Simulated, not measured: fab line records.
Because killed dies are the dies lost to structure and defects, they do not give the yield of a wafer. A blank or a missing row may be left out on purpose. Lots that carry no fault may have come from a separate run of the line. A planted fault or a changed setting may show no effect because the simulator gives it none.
Split-lot experiment | flow rit_cmos | 5 lots, 23 wafers read, on a route of 202 steps

## ABOUT THE SPLIT
At RIT_FOX2_OXIDATION_00 (target thk 350.7 nm, ox time 1130 s), the setting ox_time_s was moved away from the recipe's 1130 s on 20 of the 23 wafers read, by -9.7% to +14.6%. The other wafers ran this setting at the recipe's value.

## FROM THE SPLIT TO THE READING: what the file shows between them, 3 steps
- RIT_FOX2_THK_MEAS_01
- RIT_FOX2_CLEAN_02: cleans in dHF, time 180 s
- RIT_FOX2_WET_ETCH_03: etches Si3N4 in H3PO4, target depth 195 nm, time 2700 s

## THE READING
FIELD_OXIDE_LEFT_1_THK (nm), taken at RIT_FOX2_THK_MEAS_90. A value of 324 nm with a standard deviation of 6 nm is what fault-free wafers of this fab line usually give.

wafer  | tool, chamber at the split | ox_time_s as run, s | against the recipe | FIELD_OXIDE_LEFT_1_THK, nm | against lot-mates on the recipe
L075.1 | furnace-03, 0              | 1130                | recipe             | 321                        | -
L075.3 | furnace-03, 0              | 1130                | recipe             | 321                        | -
L075.6 | furnace-03, 0              | 1130                | recipe             | 325                        | -
L078.1 | -, -                       | 1020                | -9.7%              | 303                        | no lot-mate on the recipe
L078.2 | -, -                       | 1020                | -9.7%              | 293                        | no lot-mate on the recipe
L078.4 | -, -                       | 1020                | -9.7%              | 298                        | no lot-mate on the recipe
L078.5 | -, -                       | 1020                | -9.7%              | 295                        | no lot-mate on the recipe
L078.6 | -, -                       | 1020                | -9.7%              | 296                        | no lot-mate on the recipe
L080.1 | -, -                       | 1064                | -5.8%              | 304                        | no lot-mate on the recipe
L080.2 | -, -                       | 1064                | -5.8%              | 309                        | no lot-mate on the recipe
L080.3 | -, -                       | 1064                | -5.8%              | 317                        | no lot-mate on the recipe
L080.4 | -, -                       | 1064                | -5.8%              | 305                        | no lot-mate on the recipe
L080.6 | -, -                       | 1064                | -5.8%              | 308                        | no lot-mate on the recipe
L084.2 | -, -                       | 1295                | +14.6%             | 357                        | no lot-mate on the recipe
L084.3 | -, -                       | 1295                | +14.6%             | 353                        | no lot-mate on the recipe
L084.4 | -, -                       | 1295                | +14.6%             | 355                        | no lot-mate on the recipe
L084.5 | -, -                       | 1295                | +14.6%             | 354                        | no lot-mate on the recipe
L084.6 | -, -                       | 1295                | +14.6%             | 359                        | no lot-mate on the recipe
L085.1 | -, -                       | 1045                | -7.5%              | 306                        | no lot-mate on the recipe
L085.3 | -, -                       | 1045                | -7.5%              | 303                        | no lot-mate on the recipe
L085.4 | -, -                       | 1045                | -7.5%              | 308                        | no lot-mate on the recipe
L085.5 | -, -                       | 1045                | -7.5%              | 307                        | no lot-mate on the recipe
L085.6 | -, -                       | 1045                | -7.5%              | 303                        | no lot-mate on the recipe

FIT RESULTS
A straight line over all 23 wafers: FIELD_OXIDE_LEFT_1_THK changes by +2.34 nm for each +1% of ox_time_s; r = +0.99; the points scatter about the line by 3.4 nm.
Too few moved wafers with a lot-mate on the recipe to fit a line net of each lot's own level.

## THE WHOLE CHAIN: every reading that the file lists as answering this split, in the file's order
step                  | what it does                                            | reading                                                                           | change (the file's fit)              | r (the file's)
RIT_FOX2_OXIDATION_00 | target thk 350.7 nm, ox time 1130 s                     | SiO2_of_FOX2_OXIDATION_00.thk_nm (the simulator's own value, which no gauge read) | +2.35 nm for each +1% of the setting | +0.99
RIT_FOX2_THK_MEAS_01  |                                                         | FOX2_OXIDE_THK                                                                    | +2.36 for each +1% of the setting    | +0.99
RIT_FOX2_WET_ETCH_03  | etches Si3N4 in H3PO4, target depth 195 nm, time 2700 s | SiO2_of_FOX2_OXIDATION_00.thk_nm (the simulator's own value, which no gauge read) | +2.34 nm for each +1% of the setting | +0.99
RIT_FOX2_THK_MEAS_90  |                                                         | FIELD_OXIDE_LEFT_1_THK                                                            | +2.34 for each +1% of the setting    | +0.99

## FILE'S OWN FIT
FIELD_OXIDE_LEFT_1_THK changes by +2.34 nm for each +1% of ox_time_s, r = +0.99.
